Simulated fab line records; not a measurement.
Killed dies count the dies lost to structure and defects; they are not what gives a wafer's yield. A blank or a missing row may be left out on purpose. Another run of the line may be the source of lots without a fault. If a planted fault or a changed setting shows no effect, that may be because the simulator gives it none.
fab line records ; flow rit-cmos
[record] lots = 13; wafers = 39; last-day = 7
route steps=202 shown SPACER@128
lots that met no fault: taken from a fault-free run of the same line
start-h: the number of hours between the record's first day and the start of the first shown wafer of the lot ; wait-h: hours since the lot's step before ; " identical to the entry in the row above ; L1.1+2: several wafers, shown together as one row ; - either no value or no given start ; * or withheld: withheld ; < > ~ a bound
route shown NAME@n: names a module that has steps shown in the file, with the first one's number in the route ; usual: average and standard deviation across the fault-free wafers ; same: alike in all rows ; chamber/n: place in a boat ; sites: readings site by site ; _std_site: how widely they spread, as a standard deviation ; _edge_site: outer sites' mean less inner sites' ; radius-mm: for every site, how far away it sits from the centre of the wafer ; mask NAME#n: copy n ; behind: the tool/chamber that last shaped the wafer ; hold: the reason the lot was held/the length of the hold in hours/how it ended ; device: which transistor (n, p or np) failed to switch ; end of line: the route-end tests of the same wafers ; a step with no rows: only its recipe ; killed: count of dies lost to structure and defects at first sort (not the wafer's yield) ; map: the dies of a wafer, with x for killed, . for not killed, _ for no die there
set.NAME: the setting as run; set.NAME@STEP: as run at that earlier step ; model.NAME: the simulator's own value behind a step, which no gauge read
the route's steps for a sample of lots (tables are steps, rows are wafers)
services: a tool's chamber out of use, with start hour (start-h, from the record's first day; less than 0 if before it), hours out, and reason
[[steps]]
[step RIT_SPACER_CVD_03]
[recipe] material = Si3N4; target-thk-nm = 250; temp-c = 810; precursor = SiH2Cl2/NH3; time-s = 3300; pressure-mtorr = 300; sih2cl2-flow-sccm = 60; nh3-flow-sccm = 150
lot.wafer;tool;chamber;start-h;wait-h
L873.1+2+4;lpcvd-02;1;49.03;0.0
L874.1+4+6;lpcvd-01;1;54.80;0.0
L875.2+3+5;lpcvd-02;0;59.11;0.4
L876.1+3+6;lpcvd-01;1;60.82;0.0
L877.2+5+6;lpcvd-02;1;68.68;0.0
L878.1+2+4;lpcvd-01;1;73.25;0.0
L879.4+5+6;lpcvd-02;0;76.09;0.0
L880.4+5+6;lpcvd-01;0;79.76;0.0
L881.2+3+4;lpcvd-02;0;88.70;0.6
L882.2+5+6;lpcvd-02;1;90.62;0.1
L884.3+4+5;lpcvd-02;0;100.04;0.2
L885.2+3+4;lpcvd-01;1;109.42;0.0
L896.1+4+5;lpcvd-01;0;160.51;0.0
[step RIT_SPACER_THK_MEAS_04]
[recipe] reads = Si3N4_of_SPACER_CVD_03
[usual] SPACER_NITRIDE_THK = 248.8/2.2
lot.wafer;tool;chamber;start-h;wait-h;SPACER_NITRIDE_THK[nm]
L873.1;film-metro-04;-;50.94;0.0;245.8
L873.2;film-metro-04;-;50.94;0.0;245.5
L873.4;film-metro-04;-;50.94;0.0;247.5
L874.1;film-metro-04;-;56.71;0.0;247.4
L874.4;film-metro-04;-;56.71;0.0;247.4
L874.6;film-metro-04;-;56.71;0.0;246.1
L875.2;film-metro-04;-;61.03;0.0;247.5
L875.3;film-metro-04;-;61.03;0.0;248.3
L875.5;film-metro-04;-;61.03;0.0;246.1
L876.1;film-metro-02;-;62.74;0.0;250.7
L876.3;film-metro-02;-;62.74;0.0;252.1
L876.6;film-metro-02;-;62.74;0.0;250.6
L877.2;film-metro-04;-;70.61;0.0;249.4
L877.5;film-metro-04;-;70.61;0.0;249.0
L877.6;film-metro-04;-;70.61;0.0;248.1
L878.1;film-metro-01;-;75.17;0.0;248.1
L878.2;film-metro-01;-;75.17;0.0;251.0
L878.4;film-metro-01;-;75.17;0.0;249.1
L879.4;film-metro-01;-;78.04;0.0;249.2
L879.5;film-metro-01;-;78.04;0.0;249.9
L879.6;film-metro-01;-;78.04;0.0;250.7
L880.4;film-metro-02;-;81.70;0.0;244.3
L880.5;film-metro-02;-;81.70;0.0;245.5
L880.6;film-metro-02;-;81.70;0.0;244.6
L881.2;film-metro-01;-;90.63;0.0;250.1
L881.3;film-metro-01;-;90.63;0.0;249.4
L881.4;film-metro-01;-;90.63;0.0;250.1
L882.2;film-metro-04;-;92.55;0.0;249.2
L882.5;film-metro-04;-;92.55;0.0;249.6
L882.6;film-metro-04;-;92.55;0.0;248.4
L884.3;film-metro-02;-;101.98;0.0;271.2
L884.4;film-metro-02;-;101.98;0.0;270.8
L884.5;film-metro-02;-;101.98;0.0;270.0
L885.2;film-metro-02;-;111.35;0.0;246.0
L885.3;film-metro-02;-;111.35;0.0;248.1
L885.4;film-metro-02;-;111.35;0.0;246.0
L896.1;film-metro-02;-;162.43;0.0;247.9
L896.4;film-metro-02;-;162.43;0.0;248.6
L896.5;film-metro-02;-;162.43;0.0;248.9
[step RIT_SPACER_ETCHBACK_05]
[recipe] target-depth-a = 2500; SF6_flow_sccm = 30; CHF3_flow_sccm = 30; target = Si3N4; chemistry = SF6/CHF3; pressure-mtorr = 40; rf-w = 250; time-s = 240; stop-on = SiO2
[usual] drypump-motor-current-A = 5.9/0.49; oes-product-au = 0.845/0.012; throttle-valve-pct = 10.27/0.15
lot.wafer;tool;chamber;start-h;wait-h;drypump-motor-current-A;oes-product-au;rf-hours-counter-h;throttle-valve-pct
L873.1;rie-diel-03;3;51.00;0.1;5.8;0.849;160;10.31
L873.2;rie-diel-03;2;51.00;0.1;6.5;0.850;9;10.50
L873.4;rie-diel-03;1;51.00;0.1;6.3;0.845;130;10.23
L874.1;rie-diel-04;3;56.77;0.1;5.7;0.842;167;10.34
L874.4;rie-diel-04;1;56.77;0.1;5.1;0.857;-;10.00
L874.6;rie-diel-04;3;56.77;0.1;5.7;0.838;-;10.36
L875.2;rie-diel-01;1;61.08;0.0;5.1;0.853;55;10.21
L875.3;rie-diel-01;2;61.08;0.0;6.5;0.831;25;10.17
L875.5;rie-diel-01;1;61.08;0.0;5.1;0.846;-;10.22
L876.1;rie-diel-04;0;62.80;0.1;5.7;0.855;24;10.35
L876.3;rie-diel-04;1;62.80;0.1;5.1;0.868;127;10.01
L876.6;rie-diel-04;0;62.80;0.1;5.7;0.843;-;10.37
L877.2;rie-diel-01;2;70.66;0.0;6.5;0.840;25;10.18
L877.5;rie-diel-01;1;70.66;0.0;5.0;0.864;-;10.21
L877.6;rie-diel-01;2;70.66;0.0;6.5;0.839;-;10.17
L878.1;rie-diel-03;1;75.23;0.1;6.3;0.842;131;10.24
L878.2;rie-diel-03;3;75.23;0.1;5.8;0.859;161;10.32
L878.4;rie-diel-03;0;75.23;0.1;6.0;0.813;130;10.00
L879.4;rie-diel-04;3;78.07;0.0;5.8;0.841;0;10.33
L879.5;rie-diel-04;2;78.07;0.0;6.2;0.845;-;10.40
L879.6;rie-diel-04;1;78.07;0.0;5.1;0.857;-;9.99
L880.4;rie-diel-01;2;81.73;0.0;6.5;0.821;25;10.17
L880.5;rie-diel-01;1;81.73;0.0;5.1;0.848;-;10.21
L880.6;rie-diel-01;2;81.73;0.0;6.5;0.826;-;10.17
L881.2;rie-diel-04;1;90.68;0.0;5.1;0.865;128;9.99
L881.3;rie-diel-04;3;90.68;0.0;5.8;0.840;0;10.32
L881.4;rie-diel-04;2;90.68;0.0;6.2;0.836;109;10.39
L882.2;rie-diel-03;3;92.60;0.0;5.8;0.861;161;10.32
L882.5;rie-diel-03;1;92.60;0.0;6.3;0.835;-;10.23
L882.6;rie-diel-03;2;92.60;0.0;6.5;0.850;-;10.48
L884.3;rie-diel-01;1;102.02;0.0;5.1;0.913;56;10.24
L884.4;rie-diel-01;3;102.02;0.0;5.8;0.910;8;10.42
L884.5;rie-diel-01;1;102.02;0.0;5.1;0.911;-;10.24
L885.2;rie-diel-04;2;111.40;0.0;6.3;0.818;110;10.38
L885.3;rie-diel-04;0;111.40;0.0;5.7;0.847;25;10.37
L885.4;rie-diel-04;1;111.40;0.0;5.1;0.853;128;9.98
L896.1;rie-diel-01;1;162.49;0.1;5.1;0.862;57;10.21
L896.4;rie-diel-01;0;162.49;0.1;6.1;0.837;25;10.36
L896.5;rie-diel-01;1;162.49;0.1;5.1;0.851;-;10.22
[[services]]
tool;chamber;start-h;hours;kind
rie-diel-04;2;55.60;5.4;repair
rie-diel-04;3;62.73;-;clean
rie-diel-04;3;62.73;14.3;scheduled-down
rie-diel-04;3;62.73;14.3;vent-cycle
lpcvd-01;-;91.45;0.5;repair
rie-diel-03;3;97.30;-;clean
rie-diel-03;3;97.30;18.0;scheduled-down
rie-diel-03;3;97.30;18.0;vent-cycle
rie-diel-03;-;115.02;1.0;repair
rie-diel-01;-;147.83;2.8;pm
[[key]]
[first-sign] step = RIT_SPACER_THK_MEAS_04; reading = SPACER_NITRIDE_THK; direction = up; sigmas = 10; usual = 248.8; struck = 270.6
[effect] step = RIT_SPACER_ETCHBACK_05; reading = oes-product-au; direction = up; sigmas = 5.3; usual = 0.845; struck = 0.911
met-at RIT_SPACER_CVD_03
struck-lots L884
struck-wafers L884.3,L884.4,L884.5
tester-left-out L884
onset-between 88.70 100.04
[fault] kind = process-parameter-drift; tool = lpcvd-02; chamber = 0; onset-h = 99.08; steps = RIT_SPACER_CVD_03; channel = target-thk-nm; offset = 20; shape = step; end-h = 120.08; acts-in = these-recipes-only; stated = 250
// tester-left-out: of these lots the tester's yield and bins aren't shown, on N5 and GAA mostly nor the transistor test; their killed dies are dies lost to structure and defects alone, not to doping, threshold or leakage, so they don't give the yield
